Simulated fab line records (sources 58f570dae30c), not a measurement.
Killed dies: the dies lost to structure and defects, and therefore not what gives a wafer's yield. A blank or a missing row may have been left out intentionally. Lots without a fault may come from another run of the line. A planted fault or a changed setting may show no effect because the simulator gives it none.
A struck lot beside a sound one :: flow berkeley_cmos170 :: 15 steps out of a route of 331
Sound: wafers L700.1, L700.3, L700.5. Wafers struck: L701.2, L701.3, L701.4. At the end, the cause is stated.
Per side, at each step with rows, come the tool, then ch with its chambers, and then its first start. Under that, the readings that differ: sound wafers :: struck wafers :: difference of the means :: sigmas: that difference in standard deviations of wafers without a fault.
alike: readings with means less than 2 such deviations apart, plus words and numbers identical on both sides. not compared: withheld readings, readings lacking a value on some wafer, bounds such as >300 that could conceal the same value, and numbers that have no deviation in the record and whose values overlap.
A row with sigmas, a row that says differs or no value, or rows on one side alone: a step with any of these is where the two part. Non-overlapping numbers with no deviation appear without sigmas and do not part them. A reading that every wafer of one side lacks parts them only if that side has two wafers or more.

first, 4 steps without rows for these wafers: UCB170_NWELL_WET_ETCH_19 (etches SiO2 in BOE, time 22 s); UCB170_PWELL_CLEAN_00 (cleans in SPM, time 600 s); UCB170_PWELL_CLEAN_01 (cleans in dHF, time 60 s); UCB170_PWELL_OXIDATION_02 (target thk 26.4 nm, ox time 1260 s).
UCB170_PWELL_THK_MEAS_03:
  struck on film_metro-03, day 3 22:32; sound on film_metro-03, day 3 15:49
  alike: PWELL_OXIDE_THK
then, 2 steps without rows for these wafers: UCB170_PWELL_ANNEAL_04 (time 900 s); UCB170_PWELL_CVD_05 (deposits Si3N4 from SiH2Cl2/NH3, target thk 220 nm, time 3300 s).
UCB170_PWELL_THK_MEAS_06:
  struck on film_metro-04, day 4 07:31; sound on film_metro-03, day 4 00:16
  alike: PWELL_NITRIDE_THK
then, 2 steps without rows for these wafers: UCB170_PWELL_HMDS_07 (prime time 60 s); UCB170_PWELL_COAT_08 (resist thk 900 nm).
UCB170_PWELL_SOFTBAKE_09: time 62.09 s.
  sound on litho_track-01 ch 0, day 4 00:45; struck on litho_track-04 ch 0, day 4 07:54
  alike: chill_plate_temp_C, exhaust_pa, heater_power_total_W, plate_sensor_t_centre_C, plate_sensor_t_edge_C
then, 1 step without rows for these wafers: UCB170_PWELL_EXPOSE_10 (exposes mask PWELL, target cd 3000 nm).
UCB170_PWELL_PEB_11:
  sound on litho_track-02 ch 0, day 4 01:14; struck on litho_track-02 ch 0, day 4 08:17
reading: heater_power_total_W (W)
sound: 56.77 56.88 56.84
struck: 57.81 57.84 57.77
difference: +0.98
sigmas: +22

reading: plate_temp_C (C)
sound: 129.99 129.80 129.76
struck: 131.95 132.00 131.89
difference: +2.10
sigmas: +16
  alike: chill_plate_temp_C, exhaust_pa
then, 1 step without rows for these wafers: UCB170_PWELL_DEVELOP_12 (develop time 45 s).
-- the record jumps here: 5 days lie between the struck wafers' starts before and after (it left off in module PWELL and takes up again in module M3, whose first step shown is number 331 of the route) --
UCB170_M3_PROBE_99:
  rows exist in the record for the struck wafers here (prober-02, day 9 02:30), but not for the sound ones

WHERE THEY PART
At UCB170_PWELL_PEB_11 first; at UCB170_M3_PROBE_99 last (within this record only).

WHY: what the simulator had put in
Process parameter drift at UCB170_PWELL_PEB_11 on litho_track-02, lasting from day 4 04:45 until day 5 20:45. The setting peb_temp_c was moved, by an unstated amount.
